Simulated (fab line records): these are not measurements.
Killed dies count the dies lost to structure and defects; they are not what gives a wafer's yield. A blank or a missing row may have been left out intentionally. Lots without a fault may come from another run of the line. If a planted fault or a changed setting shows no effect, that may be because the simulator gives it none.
fab line records | flow ritCmos
[record] lots = 13 wafers = 39 lastDay = 7
route steps=202 shown PLDD@120 SPACER@127 M1@193
lots with no fault: from the same line, run without faults
startH: start of the lot's first displayed wafer, in hours after the record's first day | waitH: hours since the lot's step before | " same as the row above | L1.1+2: several wafers, shown together as one row | - either no value or no given start | * or withheld: withheld | < > ~ a bound
route shown NAME@n: a module of which the file shows steps, and the number in the route of the first | usual: mean/standard deviation taken from wafers without a fault | same: alike in all rows | chamber/n: place in a boat | sites: per-site readings | _std_site: the values' standard deviation | _edge_site: outer sites' mean less inner sites' | radiusMm: for every site, how far away it sits from the centre of the wafer | mask NAME#n: copy n | behind: the last tool/chamber to shape the wafer | hold: cause of the lot's hold/its duration in hours/its outcome | device: the transistor (n, p or np) that didn't switch | end of line: at the end of the route, the tests of the same wafers | for a step that has no rows: nothing shown but its recipe | killed: the dies lost at the first sort to structure and to defects; this is not the yield of the wafer | map: shows each die of a wafer: x if killed, . if not, _ if none is there
set.NAME: the setting the step ran with; set.NAME@STEP: the setting that earlier step ran with | model.NAME: the simulator's own value behind a step, which no gauge read
steps of the route over a sample of lots; a table a step, a row a wafer
services: from which hour (startH, from the record's first day; less than 0 if before it) a tool's chamber was out of use, for how many hours, and why
[[steps]]
[step RIT_PLDD_OVL_MEAS_06]
[usual] PLDD_OVL = 0.1/1.4
// columns lot.wafer tool chamber startH waitH PLDD_OVL[nm]
L466.2 overlay-02 - 43.74 - -0.4
L466.3 " - " " 1.2
L466.5 " - " " -0.2
L467.3 overlay-02 - 48.57 - -0.4
L467.5 " - " " -1.4
L467.6 " - " " -2.0
L468.2 overlay-01 - 53.52 - -3.1
L468.5 " - " " 0.6
L468.6 " - " " 0.5
L471.2 overlay-01 - 68.08 - -1.4
L471.4 " - " " 0.1
L471.6 " - " " -1.2
L472.3 overlay-02 - 73.09 - 0.5
L472.4 " - " " 1.2
L472.6 " - " " 0.8
L475.1 overlay-02 - 87.44 - 3.2
L475.3 " - " " 1.3
L475.5 " - " " 2.0
L476.1 overlay-02 - 93.01 - -0.3
L476.5 " - " " 0.0
L476.6 " - " " 0.3
L478.2 overlay-02 - 104.39 - 0.1
L478.3 " - " " 1.9
L478.4 " - " " 0.0
L479.2 overlay-01 - 113.65 - 0.4
L479.3 " - " " 1.7
L479.4 " - " " 1.6
L482.2 overlay-02 - 122.50 - 0.5
L482.3 " - " " -1.4
L482.4 " - " " -1.4
L484.3 overlay-02 - 134.35 - 0.0
L484.4 " - " " -0.7
L484.5 " - " " -1.4
L485.3 overlay-02 - 137.52 - 0.1
L485.5 " - " " 0.3
L485.6 " - " " -0.2
L487.1 overlay-01 - 147.26 - 0.4
L487.3 " - " " -0.7
L487.6 " - " " 0.1
[step RIT_SPACER_CLEAN_02]
[recipe] chemistry = SC2 mix = 3:3:50 timeS = 600 tempC = 75 dry = n2Spin
// columns lot.wafer tool chamber startH waitH
L466.2+3+5 wetBench-04 0 44.50 0.0
L467.3+5+6 wetBench-01 3 49.32 0.0
L468.2+5+6 wetBench-04 3 54.30 0.0
L471.2+4+6 wetBench-03 3 68.85 0.0
L472.3+4+6 wetBench-04 3 73.85 0.0
L475.1+3+5 wetBench-04 0 88.21 0.0
L476.1+5+6 wetBench-01 0 93.77 0.0
L478.2+3+4 wetBench-04 2 105.15 0.0
L479.2+3+4 wetBench-03 3 114.41 0.0
L482.2+3+4 wetBench-04 0 123.26 0.0
L484.3+4+5 wetBench-04 2 135.10 0.0
L485.3+5+6 wetBench-03 2 138.27 0.0
L487.1+3+6 wetBench-03 1 148.02 0.0
[step RIT_M1_CD_MEAS_09]
[recipe] targetCdNm = 2600
[usual] cdNm = 2600.1/2.3
// columns lot.wafer tool chamber startH waitH cdNm
L466.2 cdSem-01 - 55.17 - 2601.8
L466.3 " - " " 2604.1
L466.5 " - " " 2601.4
L467.3 cdSem-02 - 59.64 - 2600.2
L467.5 " - " " 2601.7
L467.6 " - " " 2598.9
L468.2 cdSem-02 - 64.82 - 2599.2
L468.5 " - " " 2597.8
L468.6 " - " " 2597.5
L471.2 cdSem-02 - 79.73 - 2598.1
L471.4 " - " " 2599.3
L471.6 " - " " 2599.8
L472.3 cdSem-01 - 84.43 - 2597.3
L472.4 " - " " 2599.4
L472.6 " - " " 2597.7
L475.1 cdSem-02 - 98.80 - 2601.1
L475.3 " - " " 2601.3
L475.5 " - " " 2602.1
L476.1 cdSem-02 - 104.22 - 2596.1
L476.5 " - " " 2597.5
L476.6 " - " " 2596.4
L478.2 cdSem-01 - 116.33 - 2601.0
L478.3 " - " " 2599.2
L478.4 " - " " 2601.0
L479.2 cdSem-01 - 125.61 - 2604.2
L479.3 " - " " 2604.1
L479.4 " - " " 2600.1
L482.2 cdSem-02 - 133.67 - 2599.0
L482.3 " - " " 2601.4
L482.4 " - " " 2599.4
L484.3 cdSem-02 - 145.61 - 2600.4
L484.4 " - " " 2598.5
L484.5 " - " " 2601.2
L485.3 cdSem-02 - 148.73 - 2599.1
L485.5 " - " " 2596.7
L485.6 " - " " 2600.6
L487.1 cdSem-01 - 158.71 - 2602.2
L487.3 " - " " 2601.5
L487.6 " - " " 2601.3
[step RIT_M1_CD_MEAS_90]
[recipe] targetCdNm = 2600
[usual] cdNm = 2601.5/3
// columns lot.wafer tool chamber startH waitH cdNm
L466.2 cdSem-02 - 56.09 0.1 2603.6
L466.3 " - " " 2605.6
L466.5 " - " " 2604.2
L467.3 cdSem-02 - 60.58 0.1 2602.5
L467.5 " - " " 2605.8
L467.6 " - " " 2602.5
L468.2 cdSem-01 - 65.91 0.1 2598.6
L468.5 " - " " 2598.9
L468.6 " - " " 2596.0
L471.2 cdSem-02 - 80.67 0.1 2600.0
L471.4 " - " " 2598.0
L471.6 " - " " 2599.6
L472.3 cdSem-02 - 85.35 0.1 2596.2
L472.4 " - " " 2599.8
L472.6 " - " " 2598.0
L475.1 cdSem-02 - 99.72 0.1 2602.0
L475.3 " - " " 2602.5
L475.5 " - " " 2604.7
L476.1 cdSem-01 - 105.13 0.1 2600.3
L476.5 " - " " 2597.7
L476.6 " - " " 2598.8
L478.2 cdSem-01 - 117.49 0.1 2601.7
L478.3 " - " " 2598.8
L478.4 " - " " 2602.6
L479.2 cdSem-01 - 126.53 0.1 2604.9
L479.3 " - " " 2607.3
L479.4 " - " " 2601.1
L482.2 cdSem-02 - 134.77 0.1 2600.9
L482.3 " - " " 2603.0
L482.4 " - " " 2601.6
L484.3 cdSem-02 - 146.68 0.1 2601.5
L484.4 " - " " 2601.0
L484.5 " - " " 2604.1
L485.3 cdSem-02 - 149.72 0.2 2600.5
L485.5 " - " " 2595.8
L485.6 " - " " 2601.9
L487.1 cdSem-01 - 159.64 0.1 2603.8
L487.3 " - " " 2603.3
L487.6 " - " " 2601.2
[step RIT_M1_PROBE_99]
[usual] killedAtFrontEnd = 6.3/2.8 killedDies = 6.4/2.8 killedOpen = 3.3/1.7 killedShort = 3.1/1.9
[same] grossDies = 264 killed_at_M0_to_M3 = 0 killed_at_M4_up = 0 killedAtBackSide = 0 killedAtContacts = 0 killedAtOther = 0
// columns lot.wafer tool chamber startH waitH killedAtFrontEnd killedDies killedOpen killedShort
L466.2 prober-01 - 57.86 0.1 9 9 3 6
L466.3 prober-01 - 57.91 0.2 2 2 1 1
L466.5 prober-01 - 58.01 0.2 9 9 5 4
L467.3 prober-02 - 63.54 0.2 4 4 3 1
L467.5 prober-02 - 63.64 0.2 7 7 3 4
L467.6 prober-02 - 63.69 0.2 5 5 2 3
L468.2 prober-01 - 68.51 0.1 10 10 3 7
L468.5 prober-01 - 68.66 0.2 6 6 4 2
L468.6 prober-01 - 68.71 0.2 6 6 4 2
L471.2 prober-02 - 83.71 0.1 7 7 5 2
L471.4 prober-02 - 83.81 0.2 6 6 3 3
L471.6 prober-02 - 83.91 0.2 8 8 4 4
L472.3 prober-01 - 87.15 0.2 9 9 6 3
L472.4 prober-01 - 87.20 0.2 2 2 1 1
L472.6 prober-01 - 87.30 0.2 7 7 5 2
L475.1 prober-02 - 103.04 0.1 7 7 6 1
L475.3 prober-02 - 103.14 0.2 6 6 1 5
L475.5 prober-02 - 103.24 0.2 9 9 6 3
L476.1 prober-01 - 107.36 0.1 11 11 5 6
L476.5 prober-01 - 107.56 0.2 4 4 2 2
L476.6 prober-01 - 107.61 0.2 6 6 3 3
L478.2 prober-01 - 119.26 0.1 6 6 2 4
L478.3 prober-01 - 119.31 0.2 6 6 3 3
L478.4 prober-01 - 119.36 0.2 5 5 2 3
L479.2 prober-01 - 128.73 0.1 8 8 2 6
L479.3 prober-01 - 128.78 0.2 6 6 3 3
L479.4 prober-01 - 128.83 0.2 6 6 3 3
L482.2 prober-01 - 136.54 0.1 41 41 3 2
L482.3 prober-01 - 136.59 0.2 40 40 3 2
L482.4 prober-01 - 136.64 0.2 39 39 3 1
L484.3 prober-01 - 148.48 0.2 2 2 1 1
L484.4 prober-01 - 148.53 0.2 4 4 1 3
L484.5 prober-01 - 148.58 0.2 6 6 3 3
L485.3 prober-02 - 151.52 0.2 9 9 6 3
L485.5 prober-02 - 151.62 0.2 10 10 6 4
L485.6 prober-02 - 151.67 0.2 6 6 2 4
L487.1 prober-02 - 161.38 0.1 8 8 5 3
L487.3 prober-02 - 161.48 0.2 7 7 2 5
L487.6 prober-02 - 161.63 0.2 2 2 1 1
// killed by level:class
L466.2 FOX2:geometricParticle:short=2 SPACER:geometricParticle:short=2 SILICIDE:geometricParticle:open=2 ACTIVE:geometricParticle:short=1 GATE:geometricParticle:short=1 SPACER:geometricParticle:open=1
L466.3 REOX:geometricParticle:short=1 SPACER:geometricParticle:open=1
L466.5 FOX2:geometricParticle:open=2 GATE:geometricParticle:short=2 GATE:geometricParticle:open=1 REOX:geometricParticle:short=1 REOX:geometricParticle:open=1 SPACER:geometricParticle:short=1 SILICIDE:geometricParticle:open=1
L467.3 GATE:geometricParticle:open=2 SPACER:geometricParticle:short=1 SPACER:geometricParticle:open=1
L467.5 GATE:geometricParticle:open=2 GATE:geometricParticle:short=2 REOX:geometricParticle:open=1 REOX:geometricParticle:short=1 SILICIDE:geometricParticle:short=1
L467.6 GATE:geometricParticle:short=2 FOX2:geometricParticle:short=1 GATE:geometricParticle:open=1 SPACER:geometricParticle:open=1
L468.2 FOX1:geometricParticle:short=2 GATE:geometricParticle:open=2 GATE:geometricParticle:short=2 SILICIDE:geometricParticle:short=2 REOX:geometricParticle:short=1 REOX:geometricParticle:open=1
L468.5 GATE:geometricParticle:open=2 ACTIVE:geometricParticle:short=1 GATE:geometricParticle:short=1 SPACER:geometricParticle:open=1 SILICIDE:geometricParticle:open=1
L468.6 FOX2:geometricParticle:short=1 GATE:geometricParticle:open=1 REOX:geometricParticle:open=1 SPACER:geometricParticle:open=1 SILICIDE:geometricParticle:open=1 SILICIDE:geometricParticle:short=1
L471.2 REOX:geometricParticle:open=2 FOX1:geometricParticle:short=1 FOX2:geometricParticle:open=1 GATE:geometricParticle:short=1 GATE:geometricParticle:open=1 SILICIDE:geometricParticle:open=1
L471.4 FOX2:geometricParticle:short=3 GATE:geometricParticle:open=2 FOX2:geometricParticle:open=1
L471.6 GATE:geometricParticle:short=2 SILICIDE:geometricParticle:open=2 FOX2:geometricParticle:short=1 FOX2:geometricParticle:open=1 GATE:geometricParticle:open=1 SILICIDE:geometricParticle:short=1
L472.3 GATE:geometricParticle:open=3 FOX1:geometricParticle:open=1 FOX1:geometricParticle:short=1 FOX2:geometricParticle:short=1 FOX2:geometricParticle:open=1 GATE:geometricParticle:short=1 REOX:geometricParticle:open=1
L472.4 GATE:geometricParticle:short=1 GATE:geometricParticle:open=1
L472.6 REOX:geometricParticle:open=2 SPACER:geometricParticle:open=2 GATE:geometricParticle:short=1 REOX:geometricParticle:short=1 SILICIDE:geometricParticle:open=1
L475.1 SPACER:geometricParticle:open=4 FOX2:geometricParticle:open=1 SPACER:geometricParticle:short=1 STARTING-WAFER:geometricParticle:open=1
L475.3 SPACER:geometricParticle:short=2 GATE:geometricParticle:short=1 REOX:geometricParticle:short=1 REOX:geometricParticle:open=1 SILICIDE:geometricParticle:short=1
L475.5 GATE:geometricParticle:open=3 GATE:geometricParticle:short=2 SPACER:geometricParticle:open=2 REOX:geometricParticle:short=1 REOX:geometricParticle:open=1
L476.1 SPACER:geometricParticle:open=3 GATE:geometricParticle:short=2 FOX1:geometricParticle:open=1 FOX1:geometricParticle:short=1 GATE:geometricParticle:open=1 REOX:geometricParticle:short=1 SPACER:geometricParticle:short=1 SILICIDE:geometricParticle:short=1
L476.5 FOX1:geometricParticle:open=2 GATE:geometricParticle:short=2
L476.6 FOX2:geometricParticle:short=1 GATE:geometricParticle:short=1 GATE:geometricParticle:open=1 SPACER:geometricParticle:short=1 SPACER:geometricParticle:open=1 SILICIDE:geometricParticle:open=1
L478.2 GATE:geometricParticle:short=2 REOX:geometricParticle:short=1 SPACER:geometricParticle:open=1 SILICIDE:geometricParticle:short=1 SILICIDE:geometricParticle:open=1
L478.3 GATE:geometricParticle:open=2 FOX1:geometricParticle:short=1 FOX1:geometricParticle:open=1 GATE:geometricParticle:short=1 SPACER:geometricParticle:short=1
L478.4 FOX1:geometricParticle:open=1 FOX2:geometricParticle:open=1 GATE:geometricParticle:short=1 REOX:geometricParticle:short=1 SILICIDE:geometricParticle:short=1
L479.2 REOX:geometricParticle:short=3 FOX1:geometricParticle:short=1 FOX1:geometricParticle:open=1 GATE:geometricParticle:short=1 SPACER:geometricParticle:short=1 SILICIDE:geometricParticle:open=1
L479.3 REOX:geometricParticle:short=2 REOX:geometricParticle:open=1 SPACER:geometricParticle:open=1 SPACER:geometricParticle:short=1 SILICIDE:geometricParticle:open=1
L479.4 GATE:geometricParticle:open=3 SPACER:geometricParticle:short=2 SILICIDE:geometricParticle:short=1
L482.2 SPACER:unspecified=36 GATE:geometricParticle:short=2 SILICIDE:geometricParticle:open=2 GATE:geometricParticle:open=1
L482.3 SPACER:unspecified=35 GATE:geometricParticle:open=1 REOX:geometricParticle:open=1 REOX:geometricParticle:short=1 SPACER:geometricParticle:open=1 SILICIDE:geometricParticle:short=1
L482.4 SPACER:unspecified=35 GATE:geometricParticle:short=1 GATE:geometricParticle:open=1 REOX:geometricParticle:open=1 SILICIDE:geometricParticle:open=1
L484.3 FOX1:geometricParticle:open=1 SPACER:geometricParticle:short=1
L484.4 GATE:geometricParticle:short=2 FOX2:geometricParticle:short=1 GATE:geometricParticle:open=1
L484.5 GATE:geometricParticle:open=2 FOX2:geometricParticle:open=1 FOX2:geometricParticle:short=1 GATE:geometricParticle:short=1 REOX:geometricParticle:short=1
L485.3 GATE:geometricParticle:open=3 GATE:geometricParticle:short=3 SPACER:geometricParticle:open=3
L485.5 GATE:geometricParticle:open=3 GATE:geometricParticle:short=2 SPACER:geometricParticle:open=2 FOX2:geometricParticle:open=1 REOX:geometricParticle:short=1 SILICIDE:geometricParticle:short=1
L485.6 GATE:geometricParticle:short=2 FOX1:geometricParticle:short=1 REOX:geometricParticle:open=1 REOX:geometricParticle:short=1 SPACER:geometricParticle:open=1
L487.1 SILICIDE:geometricParticle:open=3 SPACER:geometricParticle:short=2 FOX1:geometricParticle:open=1 FOX2:geometricParticle:short=1 SPACER:geometricParticle:open=1
L487.3 FOX2:geometricParticle:short=2 FOX2:geometricParticle:open=1 GATE:geometricParticle:short=1 SPACER:geometricParticle:short=1 SPACER:geometricParticle:open=1 SILICIDE:geometricParticle:short=1
L487.6 FOX2:geometricParticle:open=1 GATE:geometricParticle:short=1
[[services]]
// columns tool chamber startH hours kind
wetBench-04 - 25.85 5.4 repair
[[key]]
[firstSign] step = RIT_M1_PROBE_99 reading = killedAtFrontEnd direction = up sigmas = 12 usual = 6.3 struck = 40
[effect] step = RIT_M1_PROBE_99 reading = killedDies direction = up sigmas = 12 usual = 6.4 struck = 40
metAt RIT_SPACER_CLEAN_02
struckLots L482
struckWafers L482.2,L482.3,L482.4
testerLeftOut L482
notActingAt RIT_PLDD_OVL_MEAS_06,RIT_M1_CD_MEAS_09,RIT_M1_CD_MEAS_90
onsetBetween 88.21 123.26
[fault] kind = chamberParticleSource tool = wetBench-04 chamber = 0 onsetH = 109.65 steps = RIT_SPACER_CLEAN_02 ratePerVisitCm2 = 1.3047 endH = 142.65
// testerLeftOut: of these lots the tester's yield and bins aren't shown, on N5 and GAA mostly nor the transistor test; their killed dies are dies lost to structure and defects alone, not to doping, threshold or leakage, so they don't give the yield
